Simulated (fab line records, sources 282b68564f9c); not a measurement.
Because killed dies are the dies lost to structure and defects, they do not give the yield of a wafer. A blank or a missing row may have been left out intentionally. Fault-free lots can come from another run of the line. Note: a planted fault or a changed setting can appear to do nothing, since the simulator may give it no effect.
fab line records ; flow ritCmos
record lots=13; wafers=39; lastDay=7
route steps=202 shown NWELL@37 GATE@93 PSD@150 M1@184
lots untouched by any fault: they come from a run of this same line in which no faults occurred
startH: hours from the record's opening day to when the first of the lot's shown wafers began ; waitH: how many hours have passed since the lot's step before this one ; " the same as in the row above ; L1.1+2: a single row standing in for several wafers ; - no value present, or no start provided ; * or withheld: withheld ; < > ~ a bound
route shown NAME@n: a module of which the file shows steps, and the number in the route of the first ; usual: mean and standard deviation over wafers with no fault ; same: alike in all rows ; chamber/n: place in a boat ; sites: per-site readings ; _std_site: the standard deviation of these ; _edge_site: inner sites' mean taken away from outer sites' mean ; radiusMm: how far each site lies from the wafer's centre ; mask NAME#n: copy n ; behind: the last tool/chamber to shape the wafer ; hold: why the lot was held/for how many hours/how that ended ; device: the transistor (n, p or np) that didn't switch ; end of line: tests run on the same wafers once the route is complete ; for a step that has no rows: nothing shown but its recipe ; killed: the dies lost at the first sort to structure and to defects; this is not the yield of the wafer ; map: a wafer's dies, x killed, . not, _ none there
set.NAME: the setting the step ran with; set.NAME@STEP: the setting that earlier step ran with ; model.NAME: the simulator's own value behind a step, which no gauge read
route steps across a sampled set of lots; one table per step, one row per wafer
services: a tool's chamber out of use, with start hour (startH, from the record's first day; less than 0 if before it), hours out, and reason
## steps
# step RIT_NWELL_STRIP_09
# recipe chemistry=O2; timeS=180; resist=NOVOLAK; platenTempC=withheld; powerW=500; pressureMtorr=4000; o2FlowSccm=4000
# usual drypumpMotorCurrentA=5.3/0.32
lot.wafer;tool;chamber;startH;waitH;drypumpMotorCurrentA;rfHoursCounterH
L575.2;plasmaAsher-01;0;24.72;0.1;5.1;36
L575.5;plasmaAsher-01;1;24.72;0.1;4.9;-
L575.6;plasmaAsher-01;0;24.72;0.1;5.0;-
L576.1;plasmaAsher-04;0;33.12;0.1;5.9;38
L576.2;plasmaAsher-04;1;33.12;0.1;5.3;38
L576.4;plasmaAsher-04;0;33.12;0.1;5.9;-
L577.1;plasmaAsher-01;1;34.82;0.1;4.8;37
L577.2;plasmaAsher-01;0;34.82;0.1;5.0;37
L577.3;plasmaAsher-01;1;34.82;0.1;4.8;-
L579.1;plasmaAsher-02;1;46.49;0.1;5.3;42
L579.2;plasmaAsher-02;0;46.49;0.1;5.3;42
L579.5;plasmaAsher-02;1;46.49;0.1;5.4;-
L584.1;plasmaAsher-04;1;69.04;0.1;5.3;41
L584.3;plasmaAsher-04;0;69.04;0.1;6.0;-
L584.4;plasmaAsher-04;1;69.04;0.1;5.3;-
L587.1;plasmaAsher-02;1;86.63;0.1;5.3;47
L587.2;plasmaAsher-02;0;86.63;0.1;5.3;47
L587.6;plasmaAsher-02;1;86.63;0.1;5.3;-
L589.1;plasmaAsher-01;1;96.86;0.1;4.9;44
L589.2;plasmaAsher-01;0;96.86;0.1;5.0;44
L589.6;plasmaAsher-01;0;96.86;0.1;5.0;-
L590.1;plasmaAsher-01;1;102.00;0.1;4.8;44
L590.3;plasmaAsher-01;0;102.00;0.1;5.0;-
L590.4;plasmaAsher-01;1;102.00;0.1;4.9;-
L593.3;plasmaAsher-01;0;119.29;0.1;5.0;-
L593.4;plasmaAsher-01;1;119.29;0.1;4.9;-
L593.5;plasmaAsher-01;1;119.29;0.1;4.9;-
L594.1;plasmaAsher-01;0;123.07;0.1;5.0;46
L594.3;plasmaAsher-01;1;123.07;0.1;4.9;-
L594.5;plasmaAsher-01;0;123.07;0.1;5.0;-
L596.3;plasmaAsher-04;0;128.61;0.1;6.0;-
L596.4;plasmaAsher-04;1;128.61;0.1;5.3;-
L596.6;plasmaAsher-04;1;128.61;0.1;5.3;-
L597.1;plasmaAsher-01;0;136.95;0.1;5.0;49
L597.3;plasmaAsher-01;0;136.95;0.1;5.0;-
L597.4;plasmaAsher-01;1;136.95;0.1;4.9;-
L598.1;plasmaAsher-02;0;140.68;0.1;5.3;54
L598.2;plasmaAsher-02;1;140.68;0.1;5.4;54
L598.5;plasmaAsher-02;1;140.68;0.1;5.4;-
# step RIT_GATE_OVL_MEAS_17
# usual GATE_OVL=0.2/1.1
lot.wafer;tool;chamber;startH;waitH;GATE_OVL[nm]
L575.2;overlay-02;-;46.75;0.1;-0.8
L575.5;overlay-02;-;46.75;0.1;-0.4
L575.6;overlay-02;-;46.75;0.1;0.4
L576.1;overlay-01;-;51.36;0.1;0.4
L576.2;overlay-01;-;51.36;0.1;-1.4
L576.4;overlay-01;-;51.36;0.1;-0.5
L577.1;overlay-01;-;51.64;0.1;0.6
L577.2;overlay-01;-;51.64;0.1;2.3
L577.3;overlay-01;-;51.64;0.1;2.0
L579.1;overlay-02;-;63.78;0.1;0.5
L579.2;overlay-02;-;63.78;0.1;1.4
L579.5;overlay-02;-;63.78;0.1;1.1
L584.1;overlay-02;-;91.99;0.1;0.6
L584.3;overlay-02;-;91.99;0.1;0.8
L584.4;overlay-02;-;91.99;0.1;0.7
L587.1;overlay-02;-;110.83;0.1;-0.2
L587.2;overlay-02;-;110.83;0.1;0.2
L587.6;overlay-02;-;110.83;0.1;-1.2
L589.1;overlay-02;-;119.32;0.1;-0.7
L589.2;overlay-02;-;119.32;0.1;0.4
L589.6;overlay-02;-;119.32;0.1;1.6
L590.1;overlay-01;-;123.07;0.1;1.8
L590.3;overlay-01;-;123.07;0.1;-0.6
L590.4;overlay-01;-;123.07;0.1;1.4
L593.3;overlay-02;-;138.01;0.1;-1.0
L593.4;overlay-02;-;138.01;0.1;0.5
L593.5;overlay-02;-;138.01;0.1;-0.9
L594.1;overlay-02;-;141.47;0.1;-0.8
L594.3;overlay-02;-;141.47;0.1;2.0
L594.5;overlay-02;-;141.47;0.1;0.4
L596.3;overlay-01;-;149.47;0.1;0.1
L596.4;overlay-01;-;149.47;0.1;0.3
L596.6;overlay-01;-;149.47;0.1;0.4
L597.1;overlay-02;-;154.48;0.1;0.3
L597.3;overlay-02;-;154.48;0.1;-1.0
L597.4;overlay-02;-;154.48;0.1;1.1
L598.1;overlay-02;-;157.95;0.1;0.2
L598.2;overlay-02;-;157.95;0.1;-0.5
L598.5;overlay-02;-;157.95;0.1;1.4
# step RIT_PSD_IMPLANT_08
# recipe species=BF2; energyKev=27; doseCm2=5e+15; tiltDeg=7
# usual beamOnS=13.3/0.78; endStationPressureTorr=1.38e-05/9.2e-07; faradayCurrentUA=11559/620
lot.wafer;tool;chamber;startH;waitH;beamOnS;endStationPressureTorr;faradayCurrentUA
L575.2;implanter-02;0;59.13;0.1;12.6;1.48e-05;12190
L575.5;implanter-02;0;59.13;0.1;12.9;1.51e-05;11986
L575.6;implanter-02;0;59.13;0.1;12.8;1.47e-05;11993
L576.1;implanter-02;0;64.45;0.1;13.2;1.38e-05;11633
L576.2;implanter-02;0;64.45;0.1;12.8;1.33e-05;11945
L576.4;implanter-02;0;64.45;0.1;12.6;1.37e-05;12156
L577.1;implanter-03;0;64.56;0.1;14.8;1.28e-05;10376
L577.2;implanter-03;0;64.56;0.1;14.6;1.17e-05;10566
L577.3;implanter-03;0;64.56;0.1;14.3;1.2e-05;10760
L579.1;implanter-02;0;75.65;0.1;12.7;1.48e-05;12140
L579.2;implanter-02;0;75.65;0.1;13.0;1.42e-05;11750
L579.5;implanter-02;0;75.65;0.1;12.6;1.4e-05;12203
L584.1;implanter-02;0;106.34;0.1;17.8;0.0001005;9030
L584.3;implanter-02;0;106.34;0.1;17.6;0.0001022;9085
L584.4;implanter-02;0;106.34;0.1;17.0;0.0001102;9364
L587.1;implanter-02;0;125.92;0.1;17.3;9.79e-05;9259
L587.2;implanter-02;0;125.92;0.1;18.3;0.0001032;8749
L587.6;implanter-02;0;125.92;0.1;17.8;0.0001096;9026
L589.1;implanter-03;0;132.09;0.1;15.0;1.33e-05;10266
L589.2;implanter-03;0;132.09;0.1;14.5;1.21e-05;10616
L589.6;implanter-03;0;132.09;0.1;14.7;1.26e-05;10452
L590.1;implanter-03;0;135.08;0.1;14.9;1.24e-05;10376
L590.3;implanter-03;0;135.08;0.1;14.5;1.16e-05;10655
L590.4;implanter-03;0;135.08;0.1;14.9;1.24e-05;10377
L593.3;implanter-03;0;150.24;0.1;14.7;1.28e-05;10469
L593.4;implanter-03;0;150.24;0.1;15.1;1.24e-05;10259
L593.5;implanter-03;0;150.24;0.1;15.1;1.19e-05;10206
L594.1;implanter-01;0;154.94;0.1;13.7;1.39e-05;11196
L594.3;implanter-01;0;154.94;0.1;13.0;1.35e-05;11768
L594.5;implanter-01;0;154.94;0.1;13.1;1.25e-05;11776
L596.3;implanter-01;0;162.19;0.1;13.7;1.37e-05;11224
L596.4;implanter-01;0;162.19;0.1;13.2;1.34e-05;11550
L596.6;implanter-01;0;162.19;0.1;13.1;1.43e-05;11676
L597.1;implanter-01;0;167.39;0.1;13.3;1.42e-05;11642
L597.3;implanter-01;0;167.39;0.1;12.6;1.46e-05;12162
L597.4;implanter-01;0;167.39;0.1;12.6;1.39e-05;12169
L598.1;implanter-01;0;169.99;0.1;13.0;1.34e-05;11811
L598.2;implanter-01;0;169.99;0.1;13.1;1.35e-05;11707
L598.5;implanter-01;0;169.99;0.1;13.4;1.33e-05;11453
# step RIT_PSD_TW_MEAS_10
# usual PSD_TW=3443/21
lot.wafer;tool;chamber;startH;waitH;PSD_TW
L575.2;filmMetro-03;-;59.44;0.1;3454
L575.5;filmMetro-03;-;59.44;0.1;3460
L575.6;filmMetro-03;-;59.44;0.1;3477
L576.1;filmMetro-04;-;64.77;0.1;3398
L576.2;filmMetro-04;-;64.77;0.1;3407
L576.4;filmMetro-04;-;64.77;0.1;3419
L577.1;filmMetro-02;-;64.89;0.1;3434
L577.2;filmMetro-02;-;64.89;0.1;3433
L577.3;filmMetro-02;-;64.89;0.1;3459
L579.1;filmMetro-02;-;75.98;0.1;3454
L579.2;filmMetro-02;-;75.98;0.1;3460
L579.5;filmMetro-02;-;75.98;0.1;3463
L584.1;filmMetro-03;-;106.66;0.1;3531
L584.3;filmMetro-03;-;106.66;0.1;3518
L584.4;filmMetro-03;-;106.66;0.1;3525
L587.1;filmMetro-03;-;126.25;0.1;3553
L587.2;filmMetro-03;-;126.25;0.1;3540
L587.6;filmMetro-03;-;126.25;0.1;3541
L589.1;filmMetro-04;-;132.42;0.1;3430
L589.2;filmMetro-04;-;132.42;0.1;3415
L589.6;filmMetro-04;-;132.42;0.1;3424
L590.1;filmMetro-04;-;135.40;0.1;3434
L590.3;filmMetro-04;-;135.40;0.1;3427
L590.4;filmMetro-04;-;135.40;0.1;3431
L593.3;filmMetro-03;-;150.53;0.1;3462
L593.4;filmMetro-03;-;150.53;0.1;3471
L593.5;filmMetro-03;-;150.53;0.1;3480
L594.1;filmMetro-04;-;155.27;0.1;3422
L594.3;filmMetro-04;-;155.27;0.1;3406
L594.5;filmMetro-04;-;155.27;0.1;3408
L596.3;filmMetro-04;-;162.49;0.1;3405
L596.4;filmMetro-04;-;162.49;0.1;3410
L596.6;filmMetro-04;-;162.49;0.1;3431
L597.1;filmMetro-02;-;167.72;0.1;3458
L597.3;filmMetro-02;-;167.72;0.1;3462
L597.4;filmMetro-02;-;167.72;0.1;3458
L598.1;filmMetro-02;-;170.31;0.1;3460
L598.2;filmMetro-02;-;170.31;0.1;3470
L598.5;filmMetro-02;-;170.31;0.1;3452
# step RIT_SDANNEAL_RS_MEAS_04
# recipe thkMeasGauge=four-point-probe
# usual PSD_RS=116.06/0.29
lot.wafer;tool;chamber;startH;waitH;PSD_RS[ohm/sq]
L575.2;filmMetro-04;-;59.95;0.1;115.63
L575.5;filmMetro-04;-;59.95;0.1;116.02
L575.6;filmMetro-04;-;59.95;0.1;116.03
L576.1;filmMetro-04;-;65.26;0.0;116.05
L576.2;filmMetro-04;-;65.26;0.0;116.06
L576.4;filmMetro-04;-;65.26;0.0;115.99
L577.1;filmMetro-03;-;65.37;0.0;115.75
L577.2;filmMetro-03;-;65.37;0.0;116.16
L577.3;filmMetro-03;-;65.37;0.0;116.00
L579.1;filmMetro-03;-;76.50;0.0;115.90
L579.2;filmMetro-03;-;76.50;0.0;116.25
L579.5;filmMetro-03;-;76.50;0.0;116.21
L584.1;filmMetro-02;-;107.15;0.0;112.65
L584.3;filmMetro-02;-;107.15;0.0;112.53
L584.4;filmMetro-02;-;107.15;0.0;112.25
L587.1;filmMetro-03;-;126.77;0.0;112.29
L587.2;filmMetro-03;-;126.77;0.0;112.16
L587.6;filmMetro-03;-;126.77;0.0;112.21
L589.1;filmMetro-03;-;132.90;0.0;115.72
L589.2;filmMetro-03;-;132.90;0.0;115.59
L589.6;filmMetro-03;-;132.90;0.0;115.79
L590.1;filmMetro-04;-;135.89;0.0;116.20
L590.3;filmMetro-04;-;135.89;0.0;115.90
L590.4;filmMetro-04;-;135.89;0.0;115.85
L593.3;filmMetro-02;-;151.23;0.1;116.37
L593.4;filmMetro-02;-;151.23;0.1;116.29
L593.5;filmMetro-02;-;151.23;0.1;116.40
L594.1;filmMetro-02;-;155.94;0.0;116.58
L594.3;filmMetro-02;-;155.94;0.0;116.24
L594.5;filmMetro-02;-;155.94;0.0;116.33
L596.3;filmMetro-02;-;163.18;0.1;115.59
L596.4;filmMetro-02;-;163.18;0.1;115.73
L596.6;filmMetro-02;-;163.18;0.1;115.69
L597.1;filmMetro-02;-;168.22;0.0;116.33
L597.3;filmMetro-02;-;168.22;0.0;116.30
L597.4;filmMetro-02;-;168.22;0.0;116.15
L598.1;filmMetro-02;-;170.83;0.0;115.99
L598.2;filmMetro-02;-;170.83;0.0;115.82
L598.5;filmMetro-02;-;170.83;0.0;115.75
# step RIT_M1_SPUTTER_00
# recipe material=Al; targetThkNm=400; powerW=2000; chamberPressurePa=0.4; gas=Ar; timeS=491.7; substrateTempC=25
# usual throttleValvePct=30.1/1.1
lot.wafer;tool;chamber;startH;waitH;throttleValvePct
L575.2;pvdSputter-03;-;63.15;0.0;30.0
L575.5;pvdSputter-03;-;63.15;0.0;28.4
L575.6;pvdSputter-03;-;63.15;0.0;30.0
L576.1;pvdSputter-02;-;68.60;0.0;31.1
L576.2;pvdSputter-02;-;68.60;0.0;30.7
L576.4;pvdSputter-02;-;68.60;0.0;31.9
L577.1;pvdSputter-04;-;68.75;0.0;30.1
L577.2;pvdSputter-04;-;68.75;0.0;29.6
L577.3;pvdSputter-04;-;68.75;0.0;32.2
L579.1;pvdSputter-04;-;79.88;0.0;32.3
L579.2;pvdSputter-04;-;79.88;0.0;30.1
L579.5;pvdSputter-04;-;79.88;0.0;31.9
L584.1;pvdSputter-02;-;110.51;0.0;32.0
L584.3;pvdSputter-02;-;110.51;0.0;31.2
L584.4;pvdSputter-02;-;110.51;0.0;30.9
L587.1;pvdSputter-04;-;130.24;0.0;29.8
L587.2;pvdSputter-04;-;130.24;0.0;32.1
L587.6;pvdSputter-04;-;130.24;0.0;30.0
L589.1;pvdSputter-04;-;136.36;0.0;32.3
L589.2;pvdSputter-04;-;136.36;0.0;30.0
L589.6;pvdSputter-04;-;136.36;0.0;30.0
L590.1;pvdSputter-03;-;139.28;0.0;30.2
L590.3;pvdSputter-03;-;139.28;0.0;28.6
L590.4;pvdSputter-03;-;139.28;0.0;29.6
L593.3;pvdSputter-02;-;154.82;0.0;30.5
L593.4;pvdSputter-02;-;154.82;0.0;31.0
L593.5;pvdSputter-02;-;154.82;0.0;32.1
L594.1;pvdSputter-02;-;159.37;0.0;31.9
L594.3;pvdSputter-02;-;159.37;0.0;30.9
L594.5;pvdSputter-02;-;159.37;0.0;31.7
L596.3;pvdSputter-03;-;166.38;0.0;28.6
L596.4;pvdSputter-03;-;166.38;0.0;30.2
L596.6;pvdSputter-03;-;166.38;0.0;28.6
L597.1;pvdSputter-04;-;171.65;0.0;30.0
L597.3;pvdSputter-04;-;171.65;0.0;29.9
L597.4;pvdSputter-04;-;171.65;0.0;30.0
L598.1;pvdSputter-03;-;174.34;0.0;30.3
L598.2;pvdSputter-03;-;174.34;0.0;29.6
L598.5;pvdSputter-03;-;174.34;0.0;29.5
# step RIT_M1_PROBE_99
# usual killedAtContacts=0.1/0.25; killedAtFrontEnd=7/3.2; killedDies=7/3.2; killedOpen=3.5/2.2; killedShort=3.6/2.1
# same grossDies=264; killed_at_M0_to_M3=0; killed_at_M4_up=0; killedAtBackSide=0; killedAtOther=0
lot.wafer;tool;chamber;startH;waitH;killedAtContacts;killedAtFrontEnd;killedDies;killedOpen;killedShort
L576.1;prober-01;-;72.81;0.1;0;2;2;2;0
L576.2;prober-01;-;72.86;0.1;0;2;2;1;1
L576.4;prober-01;-;72.96;0.2;0;10;10;5;5
L584.3;prober-01;-;114.63;0.2;0;5;5;2;3
# killed by level:class
L576.1 FOX2:geometricParticle:open=1 SILICIDE:geometricParticle:open=1
L576.2 FOX1:geometricParticle:open=1 GATE:geometricParticle:short=1
L576.4 GATE:geometricParticle:short=3 SILICIDE:geometricParticle:open=3 FOX1:geometricParticle:short=1 FOX2:geometricParticle:open=1 GATE:geometricParticle:open=1 SILICIDE:geometricParticle:short=1
L584.3 GATE:geometricParticle:open=2 GATE:geometricParticle:short=2 SPACER:geometricParticle:short=1
## services
tool;chamber;startH;hours;kind
plasmaAsher-04;-;17.94;6.0;repair
pvdSputter-04;-;26.71;2.2;repair
plasmaAsher-04;-;43.51;3.7;repair
implanter-03;-;50.85;3.1;repair
plasmaAsher-04;-;51.11;3.1;repair
implanter-03;-;51.98;1.2;repair
implanter-01;-;66.67;3.3;pm
implanter-03;-;67.06;5.6;pm
pvdSputter-03;-;67.58;1.9;repair
plasmaAsher-04;-;77.09;1.1;repair
implanter-01;-;92.11;1.5;repair
implanter-01;-;98.33;10.6;repair
implanter-03;-;106.03;3.0;repair
plasmaAsher-04;-;108.75;9.0;pm
plasmaAsher-04;0;108.75;9.0;ventCycle
plasmaAsher-04;1;108.75;9.0;ventCycle
pvdSputter-04;-;109.23;4.8;repair
plasmaAsher-04;0;117.75;-;clean
implanter-01;-;124.51;4.6;pm
implanter-03;-;128.25;2.3;repair
plasmaAsher-04;-;131.12;4.3;pm
implanter-02;-;155.14;5.4;pm
plasmaAsher-01;-;160.90;2.8;pm
implanter-02;-;165.41;6.8;repair
## key
firstSign step=RIT_PSD_IMPLANT_08; reading=endStationPressureTorr; direction=up; sigmas=98; usual=1.38e-05; struck=0.000104
effect step=RIT_PSD_IMPLANT_08; reading=beamOnS; direction=up; sigmas=5.5; usual=13.3; struck=17.6
effect step=RIT_PSD_TW_MEAS_10; reading=PSD_TW; direction=up; sigmas=4.3; usual=3443; struck=3535
effect step=RIT_SDANNEAL_RS_MEAS_04; reading=PSD_RS; direction=down; sigmas=13; usual=116.06; struck=112.35
metAt RIT_PSD_IMPLANT_08
struckLots L584,L587
testerLeftOut L584,L587
notActingAt RIT_NWELL_STRIP_09,RIT_GATE_OVL_MEAS_17,RIT_M1_SPUTTER_00
onsetBetween 75.65 106.34
fault kind=processParameterDrift; tool=implanter-02; chamber=-; onsetH=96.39; steps=RIT_PSD_IMPLANT_08; channel=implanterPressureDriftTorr; offset=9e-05; shape=step; endH=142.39
fault kind=processParameterDrift; tool=implanter-02; chamber=-; onsetH=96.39; steps=RIT_PSD_IMPLANT_08; channel=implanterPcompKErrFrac; offset=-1; shape=step; endH=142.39
# testerLeftOut: of these lots the tester's yield and bins aren't shown, on N5 and GAA mostly nor the transistor test; their killed dies are dies lost to structure and defects alone, not to doping, threshold or leakage, so they don't give the yield
